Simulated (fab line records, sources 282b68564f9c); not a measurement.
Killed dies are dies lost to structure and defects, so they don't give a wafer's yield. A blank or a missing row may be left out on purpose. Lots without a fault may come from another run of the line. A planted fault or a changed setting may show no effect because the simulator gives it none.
fab line records | flow rit_cmos
record lots=14 wafers=42 last_day=7
route steps=202 shown PLDD@124 NSD@137 CONTACT@179 M1@188
lots that met no fault: from a run of the same line without faults
start_h: hours from the record's first day to the start of the lot's first wafer shown | wait_h: hours since the lot's step before | " the same as in the row above | L1.1+2: a row that stands for several wafers | - no value, or no start given | * or withheld: withheld | < > ~ a bound
route shown NAME@n: a module of which the file shows steps, and the number in the route of the first | usual: mean/standard deviation of fault-free wafers | same: alike in all rows | chamber/n: place in a boat | sites: the reading at each site | _std_site: their standard deviation | _edge_site: outer sites' mean less inner sites' | radius_mm: how far each site lies from the wafer's centre | mask NAME#n: copy n | behind: the tool/chamber that last shaped the wafer | hold: why the lot was held/for how many hours/how that ended | device: the transistor (n, p or np) that didn't switch | end of line: the same wafers' tests at the end of the route | a step without rows: its recipe alone | killed: dies lost to structure and defects at the first sort, not the wafer's yield | map: a wafer's dies, x killed, . not, _ none there
set.NAME: the setting as run; set.NAME@STEP: as run at that earlier step | model.NAME: the simulator's own value behind a step, which no gauge read
steps of the route over a sample of lots; a table a step, a row a wafer
services: from which hour (start_h, from the record's first day; less than 0 if before it) a tool's chamber was out of use, for how many hours, and why
## steps
# step RIT_PLDD_TW_MEAS_10
# usual PLDD_TW=2338/21
# columns lot.wafer tool chamber start_h wait_h PLDD_TW
L496.3 film_metro-04 - 47.63 0.1 2349
L496.4 " - " " 2345
L496.6 " - " " 2357
L497.2 film_metro-03 - 52.14 0.1 2328
L497.3 " - " " 2308
L497.6 " - " " 2324
L499.2 film_metro-02 - 66.50 0.1 2355
L499.4 " - " " 2355
L499.6 " - " " 2356
L501.2 film_metro-04 - 74.28 0.1 2343
L501.5 " - " " 2340
L501.6 " - " " 2347
L502.1 film_metro-04 - 78.04 0.1 2345
L502.4 " - " " 2346
L502.6 " - " " 2338
L504.2 film_metro-03 - 90.65 0.1 2314
L504.3 " - " " 2302
L504.4 " - " " 2296
L506.2 film_metro-03 - 98.88 0.1 2305
L506.3 " - " " 2319
L506.5 " - " " 2309
L509.1 film_metro-02 - 110.68 0.1 2357
L509.2 " - " " 2342
L509.3 " - " " 2350
L510.4 film_metro-03 - 118.22 0.1 2313
L510.5 " - " " 2310
L510.6 " - " " 2320
L511.1 film_metro-03 - 122.74 0.1 2319
L511.2 " - " " 2307
L511.4 " - " " 2308
L512.1 film_metro-04 - 125.51 0.1 2356
L512.2 " - " " 2363
L512.5 " - " " 2357
L516.1 film_metro-04 - 148.85 0.1 2329
L516.2 " - " " 2347
L516.3 " - " " 2338
L518.1 film_metro-04 - 159.34 0.1 2350
L518.3 " - " " 2344
L518.4 " - " " 2348
L519.1 film_metro-02 - 161.75 0.1 2344
L519.3 " - " " 2364
L519.6 " - " " 2352
# step RIT_NSD_OVL_MEAS_06
# usual NSD_OVL=0.3/1.2
# columns lot.wafer tool chamber start_h wait_h NSD_OVL[nm]
L496.3 overlay-02 - 52.29 - 0.4
L496.4 " - " " 1.7
L496.6 " - " " 0.5
L497.2 overlay-02 - 56.62 - 1.3
L497.3 " - " " 1.4
L497.6 " - " " 1.1
L499.2 overlay-02 - 70.92 - 0.2
L499.4 " - " " 0.6
L499.6 " - " " 0.3
L501.2 overlay-01 - 78.93 - 3.1
L501.5 " - " " 0.3
L501.6 " - " " 2.0
L502.1 overlay-02 - 82.09 - 1.3
L502.4 " - " " -1.2
L502.6 " - " " -1.3
L504.2 overlay-01 - 94.09 - 1.0
L504.3 " - " " 0.6
L504.4 " - " " 0.0
L506.2 overlay-01 - 102.63 - 2.3
L506.3 " - " " 1.4
L506.5 " - " " 1.0
L509.1 overlay-02 - 114.21 - -1.5
L509.2 " - " " -1.1
L509.3 " - " " -2.3
L510.4 overlay-02 - 121.77 - 0.0
L510.5 " - " " -0.3
L510.6 " - " " 1.2
L511.1 overlay-02 - 126.16 - 2.3
L511.2 " - " " 2.5
L511.4 " - " " 2.6
L512.1 overlay-01 - 129.04 - -0.1
L512.2 " - " " 1.4
L512.5 " - " " -0.3
L516.1 overlay-01 - 152.29 - -0.3
L516.2 " - " " 0.6
L516.3 " - " " -0.3
L518.1 overlay-02 - 162.81 - 1.4
L518.3 " - " " 0.2
L518.4 " - " " 2.8
L519.1 overlay-01 - 165.16 - -2.8
L519.3 " - " " -1.3
L519.6 " - " " -0.7
# step RIT_CONTACT_ETCH_11
# recipe target_depth_a=4800 over_etch_frac=0.1858 stop_on=TiSi2 chemistry=CHF3/CF4/Ar target=SiO2 CHF3_flow_sccm=50 cf4_flow_sccm=10 Ar_flow_sccm=100 O2_flow_sccm=5 pressure_mtorr=100 rf_w=200 time_s=320
# usual drypump_motor_current_A=5.8/0.32 mfc_ar_sccm=100.02/0.29 oes_product_au=0.993/0.018 rf_fwd_power_W=199.4/0.71 throttle_valve_pct=8.90/0.15
# columns lot.wafer tool chamber start_h wait_h drypump_motor_current_A mfc_ar_sccm oes_product_au rf_fwd_power_W rf_hours_counter_h throttle_valve_pct
L496.3 rie_diel-02 0 57.40 0.1 5.7 99.95 0.976 198.2 34 8.86
L496.4 " 3 " " 5.7 99.48 0.987 200.2 40 8.65
L496.6 " 1 " " 5.8 100.08 1.019 199.0 - 8.95
L497.2 rie_diel-03 2 61.61 0.1 6.2 100.13 1.000 198.6 7 8.79
L497.3 " 3 " " 4.9 99.21 1.014 199.3 65 8.92
L497.6 " 0 " " 5.5 100.19 1.000 200.1 - 8.97
L499.2 rie_diel-03 3 75.86 0.1 4.8 100.26 1.015 198.2 65 8.92
L499.4 " 1 " " 5.9 99.75 0.980 198.6 110 9.02
L499.6 " 2 " " 6.2 99.34 1.004 199.9 - 8.78
L501.2 rie_diel-04 3 84.03 0.1 6.0 100.48 1.012 199.1 95 8.89
L501.5 " 3 " " 6.0 99.77 1.010 199.2 - 8.88
L501.6 " 0 " " 5.9 99.70 0.964 199.5 - 8.67
L502.1 rie_diel-04 0 87.26 0.1 5.9 99.89 0.960 198.9 127 8.65
L502.4 " 1 " " 5.6 100.02 1.001 198.3 0 8.90
L502.6 " 3 " " 6.0 100.45 1.008 201.0 - 8.89
L504.2 rie_diel-04 2 99.01 0.1 6.3 99.90 0.980 199.7 121 8.92
L504.3 " 1 " " 5.5 99.85 1.001 200.1 0 8.92
L504.4 " 0 " " 5.9 100.18 0.964 200.3 127 8.65
L506.2 rie_diel-02 2 107.75 0.1 5.7 99.97 0.975 200.2 55 9.19
L506.3 " 0 " " 5.7 100.38 0.977 198.9 35 8.89
L506.5 " 3 " " 5.7 99.73 1.004 200.8 - 8.64
L509.1 rie_diel-02 3 119.21 0.1 5.7 100.18 0.996 200.7 41 8.64
L509.2 " 2 " " 5.7 100.55 0.969 199.0 56 9.19
L509.3 " 1 " " 5.8 99.98 1.007 198.3 2 8.96
L510.4 rie_diel-03 2 126.86 0.1 6.2 100.09 0.997 199.3 9 8.79
L510.5 " 0 " " 5.4 99.99 1.005 199.0 - 8.97
L510.6 " 3 " " 4.9 100.20 1.026 199.9 - 8.93
L511.1 rie_diel-02 2 131.25 0.1 5.7 99.72 0.970 198.5 56 9.19
L511.2 " 1 " " 5.9 100.42 1.011 199.2 2 8.95
L511.4 " 0 " " 5.7 99.58 0.975 199.6 36 8.88
L512.1 rie_diel-02 3 133.99 0.1 5.7 99.98 0.993 197.9 42 8.66
L512.2 " 2 " " 5.8 99.82 0.976 200.1 56 9.19
L512.5 " 2 " " 5.7 100.20 0.977 199.0 - 9.17
L516.1 rie_diel-04 2 157.38 0.1 6.3 100.41 0.974 199.3 122 8.93
L516.2 " 1 " " 5.6 100.01 1.012 199.4 1 8.91
L516.3 " 0 " " 5.9 100.10 0.964 199.6 128 8.66
L518.1 rie_diel-02 3 167.88 0.1 5.7 100.55 0.993 198.8 42 8.67
L518.3 " 2 " " 5.7 99.71 0.970 198.5 57 9.18
L518.4 " 1 " " 5.9 99.84 1.009 199.3 3 8.95
L519.1 rie_diel-04 2 170.23 0.1 6.3 99.87 0.987 198.9 122 8.92
L519.3 " 0 " " 5.9 100.20 0.962 199.0 128 8.65
L519.6 " 0 " " 5.9 100.05 0.959 199.0 - 8.66
# step RIT_M1_COAT_04
# recipe resist=NOVOLAK spin_rpm=2000 resist_thk_nm=1300
# usual chill_plate_temp_C=23.01/0.1 dispense_pressure_kPa=50.4/1.1
# columns lot.wafer tool chamber start_h wait_h chill_plate_temp_C dispense_pressure_kPa
L496.3 litho_track-01 0 58.95 0.1 23.02 51.4
L496.4 " 0 " " 22.86 51.4
L496.6 " 0 " " 23.00 51.3
L497.2 litho_track-01 0 63.13 0.1 22.83 51.3
L497.3 " 0 " " 22.78 51.4
L497.6 " 0 " " 22.98 51.3
L499.2 litho_track-01 0 77.38 0.1 23.18 51.4
L499.4 " 0 " " 22.99 51.3
L499.6 " 0 " " 23.12 51.4
L501.2 litho_track-02 0 85.55 0.1 23.01 49.3
L501.5 " 0 " " 22.92 49.3
L501.6 " 0 " " 22.99 49.3
L502.1 litho_track-04 0 88.76 0.1 23.19 49.0
L502.4 " 0 " " 22.90 49.0
L502.6 " 0 " " 23.21 49.0
L504.2 litho_track-01 0 100.50 0.1 22.96 51.3
L504.3 " 0 " " 22.99 51.4
L504.4 " 0 " " 22.99 51.4
L506.2 litho_track-01 0 109.25 0.1 23.06 51.4
L506.3 " 0 " " 23.04 51.4
L506.5 " 0 " " 23.05 51.4
L509.1 litho_track-04 0 120.73 0.1 23.06 49.0
L509.2 " 0 " " 23.03 49.0
L509.3 " 0 " " 23.12 49.0
L510.4 litho_track-01 0 128.42 0.1 22.84 51.3
L510.5 " 0 " " 22.80 51.4
L510.6 " 0 " " 22.92 51.4
L511.1 litho_track-04 - 132.71 0.1 - -
L511.2 " - " " - -
L511.4 " - " " - -
L512.1 litho_track-01 - 135.47 0.1 - -
L512.2 " - " " - -
L512.5 " - " " - -
L516.1 litho_track-02 0 158.86 0.1 23.09 49.3
L516.2 " 0 " " 23.20 49.3
L516.3 " 0 " " 23.09 49.3
L518.1 litho_track-01 0 169.41 0.1 23.03 51.3
L518.3 " 0 " " 23.00 51.3
L518.4 " 0 " " 23.01 51.3
L519.1 litho_track-01 0 171.76 0.1 22.99 51.4
L519.3 " 0 " " 23.18 51.4
L519.6 " 0 " " 23.23 51.3
# step RIT_M1_CD_MEAS_09
# recipe target_cd_nm=2600
# usual cd_nm=2600.0/2.3
# columns lot.wafer tool chamber start_h wait_h cd_nm
L496.3 cd_sem-02 - 59.67 - 2600.3
L496.4 " - " " 2598.5
L496.6 " - " " 2600.7
L497.2 cd_sem-02 - 63.85 - 2602.5
L497.3 " - " " 2599.0
L497.6 " - " " 2600.3
L499.2 cd_sem-01 - 78.11 - 2603.7
L499.4 " - " " 2603.6
L499.6 " - " " 2603.1
L501.2 cd_sem-01 - 86.40 - 2598.3
L501.5 " - " " 2598.0
L501.6 " - " " 2600.5
L502.1 cd_sem-01 - 89.61 - 2603.6
L502.4 " - " " 2602.6
L502.6 " - " " 2601.5
L504.2 cd_sem-01 - 101.22 - 2600.8
L504.3 " - " " 2601.7
L504.4 " - " " 2602.3
L506.2 cd_sem-02 - 110.10 - 2598.3
L506.3 " - " " 2597.0
L506.5 " - " " 2599.7
L509.1 cd_sem-01 - 121.58 - 2598.9
L509.2 " - " " 2598.4
L509.3 " - " " 2598.3
L510.4 cd_sem-01 - 129.26 - 2601.0
L510.5 " - " " 2601.8
L510.6 " - " " 2598.5
L511.1 cd_sem-02 - 133.57 - -
L511.2 " - " " -
L511.4 " - " " -
L512.1 cd_sem-01 - 136.36 - -
L512.2 " - " " -
L512.5 " - " " -
L516.1 cd_sem-01 - 159.59 - 2602.0
L516.2 " - " " 2603.4
L516.3 " - " " 2603.4
L518.1 cd_sem-02 - 170.14 - 2603.2
L518.3 " - " " 2601.3
L518.4 " - " " 2602.4
L519.1 cd_sem-01 - 172.61 - 2599.7
L519.3 " - " " 2600.5
L519.6 " - " " 2596.8
# step RIT_M1_PROBE_99
# usual defect_limited_yield=97.1/1.2 killed_at_M0_to_M3=0.0/0.12 killed_at_contacts=0.1/0.31 killed_at_front_end=8/3.1 killed_dies=8/3.2 killed_on_rim=2.1/1.6 killed_open=3.9/2.2 killed_short=3.8/2.1 sort_bin_3_pad_short=0.1/0.23 sort_bin_5_function=1.7/0.86 sort_bin_6_memory=1.1/0.7 sort_n_pass=256/3.2 sort_yield_pct=97.1/1.2
# same gross_dies=264 killed_at_M4_up=0 killed_at_back_side=0 killed_at_other=0
# columns lot.wafer tool chamber start_h wait_h defect_limited_yield[%] killed_at_M0_to_M3 killed_at_contacts killed_at_front_end killed_dies killed_on_rim killed_open killed_short sort_bin_3_pad_short[%] sort_bin_5_function[%] sort_bin_6_memory[%] sort_n_pass sort_yield_pct[%]
L496.3 prober-02 - 62.40 0.2 95.5 0 0 12 12 7 5 7 0.4 2.3 1.9 252 95.5
L496.4 prober-02 - 62.45 0.2 95.5 0 0 12 12 3 5 7 0.4 2.7 1.5 252 95.5
L496.6 prober-02 - 62.55 0.2 97.0 0 0 8 8 2 6 2 0 1.1 1.9 256 97.0
L497.2 prober-01 - 66.54 0.1 98.5 0 0 4 4 1 4 0 0 1.1 0.4 260 98.5
L497.3 prober-01 - 66.59 0.2 99.2 0 0 2 2 0 0 2 0 0 0.8 262 99.2
L497.6 prober-01 - 66.74 0.2 97.3 0 0 7 7 3 3 4 0 2.3 0.4 257 97.3
L499.2 prober-01 - 80.81 0.1 97.7 0 0 6 6 1 5 1 0 1.1 1.1 258 97.7
L499.4 prober-01 - 80.91 0.2 98.5 0 0 4 4 0 1 3 0 1.1 0.4 260 98.5
L499.6 prober-01 - 81.01 0.2 97.0 0 0 8 8 5 4 4 0.4 1.9 0.8 256 97.0
L501.2 prober-02 - 89.08 0.1 95.8 0 1 10 11 4 6 5 0 3.4 0.8 253 95.8
L501.5 prober-02 - 89.23 0.2 98.1 0 0 5 5 0 4 1 0.4 1.1 0.4 259 98.1
L501.6 prober-02 - 89.28 0.2 98.5 0 0 4 4 0 2 2 0 1.1 0.4 260 98.5
L502.1 prober-02 - 92.29 0.1 95.8 0 0 11 11 3 6 5 0.4 2.3 1.5 253 95.8
L502.4 prober-02 - 92.44 0.2 94.7 0 1 13 14 5 5 9 0.4 3.0 1.9 250 94.7
L502.6 prober-02 - 92.54 0.2 98.9 0 0 3 3 3 1 2 0 1.1 0 261 98.9
L504.2 prober-02 - 108.64 0.1 97.0 0 0 8 8 4 8 0 0 1.5 1.5 256 97.0
L504.3 prober-02 - 108.69 0.2 96.6 0 0 9 9 3 4 5 0 3.0 0.4 255 96.6
L504.4 prober-02 - 108.74 0.2 94.7 0 1 13 14 4 10 4 0 3.8 1.5 250 94.7
L506.2 prober-02 - 112.80 0.1 97.3 0 0 7 7 1 3 4 0 2.3 0.4 257 97.3
L506.3 prober-02 - 112.85 0.2 97.0 0 0 8 8 0 3 5 0 1.1 1.9 256 97.0
L506.5 prober-02 - 112.95 0.2 98.5 0 0 4 4 1 2 2 0 1.1 0.4 260 98.5
L509.1 prober-01 - 124.24 0.1 97.7 0 0 6 6 1 1 5 0 1.5 0.8 258 97.7
L509.2 prober-01 - 124.29 0.1 95.1 0 0 13 13 5 5 8 0 4.2 0.8 251 95.1
L509.3 prober-01 - 124.34 0.2 97.3 0 0 7 7 2 3 4 0 0.8 1.9 257 97.3
L510.4 prober-02 - 132.17 0.2 98.9 0 0 3 3 1 1 2 0 0.8 0.4 261 98.9
L510.5 prober-02 - 132.22 0.2 95.8 0 0 11 11 3 9 2 0 3.0 1.1 253 95.8
L510.6 prober-02 - 132.27 0.2 97.7 0 0 6 6 1 2 4 0 1.1 1.1 258 97.7
L511.1 prober-01 - 136.39 0.1 0 263 0 1 264 70 0 1 0 99.6 0.4 0 0
L511.2 prober-01 - 136.44 0.1 0 257 0 7 264 70 3 4 0 98.9 1.1 0 0
L511.4 prober-01 - 136.54 0.2 0 255 0 9 264 70 4 5 0 97.7 2.3 0 0
L512.1 prober-02 - 139.04 0.1 0 253 0 11 264 70 5 6 0 97.3 2.7 0 0
L512.2 prober-02 - 139.09 0.1 0 260 0 4 264 70 2 3 0 98.5 1.5 0 0
L512.5 prober-02 - 139.24 0.2 0 254 0 10 264 70 4 6 0 99.2 0.8 0 0
L516.1 prober-02 - 162.32 0.1 97.3 0 0 7 7 4 2 5 0 1.9 0.8 257 97.3
L516.2 prober-02 - 162.37 0.1 98.5 0 0 4 4 0 1 3 0 1.5 0 260 98.5
L516.3 prober-02 - 162.42 0.2 97.3 0 1 6 7 0 2 5 0.4 1.9 0.4 257 97.3
L518.1 prober-02 - 172.80 0.1 97.3 0 0 7 7 2 2 5 0.4 1.1 1.1 257 97.3
L518.3 prober-02 - 172.90 0.2 96.2 0 0 10 10 2 5 5 0 1.5 2.3 254 96.2
L518.4 prober-02 - 172.95 0.2 97.7 0 0 6 6 1 4 2 0 0.8 1.5 258 97.7
L519.1 prober-01 - 175.37 0.1 97.3 0 0 7 7 1 2 5 0 1.1 1.5 257 97.3
L519.3 prober-01 - 175.47 0.2 97.3 0 0 7 7 4 4 3 0.4 1.5 0.8 257 97.3
L519.6 prober-01 - 175.62 0.2 97.3 0 0 7 7 1 3 4 0 1.5 1.1 257 97.3
# killed by level:class
L496.3 GATE:geometric_particle:short=3 SILICIDE:geometric_particle:open=2 FOX1:geometric_particle:open=1 FOX2:geometric_particle:short=1 GATE:geometric_particle:open=1 REOX:geometric_particle:open=1 REOX:geometric_particle:short=1 SPACER:geometric_particle:short=1
L496.4 GATE:geometric_particle:open=3 GATE:geometric_particle:short=2 FOX1:geometric_particle:short=1 FOX2:geometric_particle:short=1 REOX:geometric_particle:short=1 SPACER:geometric_particle:short=1 SPACER:geometric_particle:open=1 SILICIDE:geometric_particle:open=1
L496.6 FOX2:geometric_particle:short=2 FOX2:geometric_particle:open=2 GATE:geometric_particle:open=2 REOX:geometric_particle:open=2
L497.2 SILICIDE:geometric_particle:open=2 FOX1:geometric_particle:open=1 SPACER:geometric_particle:open=1
L497.3 SPACER:geometric_particle:short=2
L497.6 FOX1:geometric_particle:short=1 FOX1:geometric_particle:open=1 GATE:geometric_particle:open=1 GATE:geometric_particle:short=1 REOX:geometric_particle:short=1 REOX:geometric_particle:open=1 SILICIDE:geometric_particle:short=1
L499.2 FOX1:geometric_particle:open=2 GATE:geometric_particle:open=2 GATE:geometric_particle:short=1 REOX:geometric_particle:open=1
L499.4 GATE:geometric_particle:short=3 STARTING-WAFER:geometric_particle:open=1
L499.6 REOX:geometric_particle:short=3 SPACER:geometric_particle:open=2 FOX1:geometric_particle:open=1 REOX:geometric_particle:open=1 SPACER:geometric_particle:short=1
L501.2 SPACER:geometric_particle:open=3 GATE:geometric_particle:short=2 SPACER:geometric_particle:short=2 FOX2:geometric_particle:open=1 SILICIDE:geometric_particle:short=1 SILICIDE:geometric_particle:open=1 CONTACT:geometric_particle:open=1
L501.5 SILICIDE:geometric_particle:open=2 REOX:geometric_particle:open=1 SPACER:geometric_particle:open=1 SILICIDE:geometric_particle:short=1
L501.6 FOX2:geometric_particle:short=1 GATE:geometric_particle:open=1 GATE:geometric_particle:short=1 SPACER:geometric_particle:open=1
L502.1 GATE:geometric_particle:short=3 SILICIDE:geometric_particle:open=2 FOX1:geometric_particle:open=1 FOX2:geometric_particle:open=1 GATE:geometric_particle:open=1 REOX:geometric_particle:short=1 REOX:geometric_particle:open=1 SILICIDE:geometric_particle:short=1
L502.4 SPACER:geometric_particle:short=3 GATE:geometric_particle:short=2 SILICIDE:geometric_particle:short=2 FOX1:geometric_particle:open=1 FOX2:geometric_particle:short=1 REOX:geometric_particle:short=1 REOX:geometric_particle:open=1 SPACER:geometric_particle:open=1
L502.6 FOX2:geometric_particle:short=1 GATE:geometric_particle:open=1 SPACER:geometric_particle:short=1
L504.2 FOX1:geometric_particle:open=3 GATE:geometric_particle:open=3 SILICIDE:geometric_particle:open=2
L504.3 SILICIDE:geometric_particle:short=3 GATE:geometric_particle:open=2 FOX1:geometric_particle:short=1 FOX2:geometric_particle:open=1 GATE:geometric_particle:short=1 REOX:geometric_particle:open=1
L504.4 GATE:geometric_particle:open=6 GATE:geometric_particle:short=2 REOX:geometric_particle:short=2 REOX:geometric_particle:open=1 SPACER:geometric_particle:open=1 SILICIDE:geometric_particle:open=1 CONTACT:geometric_particle:open=1
L506.2 FOX1:geometric_particle:short=2 GATE:geometric_particle:short=2 GATE:geometric_particle:open=2 SILICIDE:geometric_particle:open=1
L506.3 SILICIDE:geometric_particle:short=4 FOX1:geometric_particle:open=1 GATE:geometric_particle:open=1 GATE:geometric_particle:short=1 SPACER:geometric_particle:open=1
L506.5 REOX:geometric_particle:short=1 REOX:geometric_particle:open=1 SPACER:geometric_particle:open=1 SILICIDE:geometric_particle:short=1
L509.1 GATE:geometric_particle:short=2 FOX1:geometric_particle:short=1 FOX2:geometric_particle:short=1 REOX:geometric_particle:open=1 SPACER:geometric_particle:short=1
L509.2 GATE:geometric_particle:short=5 GATE:geometric_particle:open=3 FOX1:geometric_particle:short=2 ACTIVE:geometric_particle:open=1 SPACER:geometric_particle:open=1 SILICIDE:geometric_particle:short=1
L509.3 GATE:geometric_particle:open=2 GATE:geometric_particle:short=2 REOX:geometric_particle:short=1 REOX:geometric_particle:open=1 SPACER:geometric_particle:short=1
L510.4 FOX2:geometric_particle:short=2 FOX2:geometric_particle:open=1
L510.5 FOX2:geometric_particle:open=3 FOX2:geometric_particle:short=2 GATE:geometric_particle:open=2 FOX1:geometric_particle:open=1 REOX:geometric_particle:open=1 SPACER:geometric_particle:open=1 SILICIDE:geometric_particle:open=1
L510.6 GATE:geometric_particle:short=3 GATE:geometric_particle:open=2 FOX2:geometric_particle:short=1
L511.1 M1:area_expose=263 GATE:geometric_particle:short=1
L511.2 M1:area_expose=257 GATE:geometric_particle:short=3 GATE:geometric_particle:open=2 REOX:geometric_particle:short=1 SILICIDE:geometric_particle:open=1
L511.4 M1:area_expose=255 GATE:geometric_particle:short=2 SPACER:geometric_particle:open=2 FOX1:geometric_particle:short=1 FOX2:geometric_particle:short=1 GATE:geometric_particle:open=1 REOX:geometric_particle:short=1 REOX:geometric_particle:open=1
L512.1 M1:area_expose=253 SILICIDE:geometric_particle:short=3 FOX1:geometric_particle:open=2 GATE:geometric_particle:short=2 GATE:geometric_particle:open=2 FOX1:geometric_particle:short=1 FOX2:geometric_particle:open=1
L512.2 M1:area_expose=259 FOX2:geometric_particle:short=1 GATE:geometric_particle:short=1 GATE:geometric_particle:open=1 SILICIDE:geometric_particle:open=1 M1:geometric_particle:short=1
L512.5 M1:area_expose=254 GATE:geometric_particle:short=3 FOX1:geometric_particle:short=2 FOX1:geometric_particle:open=2 GATE:geometric_particle:open=2 SILICIDE:geometric_particle:short=1
L516.1 GATE:geometric_particle:short=2 FOX1:geometric_particle:open=1 GATE:geometric_particle:open=1 REOX:geometric_particle:short=1 SPACER:geometric_particle:short=1 SILICIDE:geometric_particle:short=1
L516.2 FOX1:geometric_particle:short=2 GATE:geometric_particle:open=1 GATE:geometric_particle:short=1
L516.3 GATE:geometric_particle:open=2 GATE:geometric_particle:short=2 SPACER:geometric_particle:short=1 SILICIDE:geometric_particle:short=1 CONTACT:geometric_particle:short=1
L518.1 FOX1:geometric_particle:short=2 GATE:geometric_particle:short=2 GATE:geometric_particle:open=1 SPACER:geometric_particle:short=1 SPACER:geometric_particle:open=1
L518.3 GATE:geometric_particle:open=3 FOX1:geometric_particle:short=1 FOX1:geometric_particle:open=1 FOX2:geometric_particle:short=1 GATE:geometric_particle:short=1 REOX:geometric_particle:short=1 SPACER:geometric_particle:open=1 SPACER:geometric_particle:short=1
L518.4 GATE:geometric_particle:open=2 FOX1:geometric_particle:short=1 GATE:geometric_particle:short=1 REOX:geometric_particle:open=1 SPACER:geometric_particle:open=1
L519.1 GATE:geometric_particle:short=2 REOX:geometric_particle:short=2 FOX2:geometric_particle:open=1 SPACER:geometric_particle:short=1 SILICIDE:geometric_particle:open=1
L519.3 FOX1:geometric_particle:short=1 FOX1:geometric_particle:open=1 GATE:geometric_particle:short=1 GATE:geometric_particle:open=1 REOX:geometric_particle:short=1 REOX:geometric_particle:open=1 SPACER:geometric_particle:open=1
L519.6 GATE:geometric_particle:short=2 FOX2:geometric_particle:open=1 FOX2:geometric_particle:short=1 GATE:geometric_particle:open=1 REOX:geometric_particle:short=1 REOX:geometric_particle:open=1
## services
# columns tool chamber start_h hours kind
rie_diel-04 2 39.09 4.6 repair
rie_diel-04 1 43.79 6.4 repair
rie_diel-03 0 48.54 3.1 repair
rie_diel-04 1 54.57 - clean
rie_diel-04 1 54.57 21.7 scheduled_down
rie_diel-04 1 54.57 21.7 vent_cycle
rie_diel-03 0 83.63 2.8 repair
rie_diel-04 1 89.53 1.7 repair
rie_diel-04 - 91.82 2.8 pm
rie_diel-04 0 99.78 12.5 repair
rie_diel-04 3 152.95 2.2 repair
rie_diel-04 1 158.68 1.5 repair
## key
first_sign step=RIT_M1_COAT_04 reading=tool_record direction=missing
effect step=RIT_M1_CD_MEAS_09 reading=cd_nm direction=missing
effect step=RIT_M1_PROBE_99 reading=killed_at_M0_to_M3 direction=up sigmas=99+ usual=0.0 struck=257
more_kills_born_at RIT_M1_EXPOSE_06@iline_stepper-01=775 RIT_M1_EXPOSE_06@iline_stepper-02=766
met_at RIT_M1_COAT_04
struck_lots L511,L512
later_rows_left_out L511.1,L511.2,L511.4,L512.1,L512.2,L512.5
not_acting_at RIT_PLDD_TW_MEAS_10,RIT_NSD_OVL_MEAS_06,RIT_CONTACT_ETCH_11
onset_between 128.42 132.71
fault kind=skipped_step_whole tool=litho_track-01,litho_track-04 chamber=- onset_h=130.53 steps=RIT_M1_COAT_04 scope=struck_lots_only
# later_rows_left_out: the simulator's readings of these wafers behind a module that went badly wrong aren't trusted and aren't shown, but for the sort
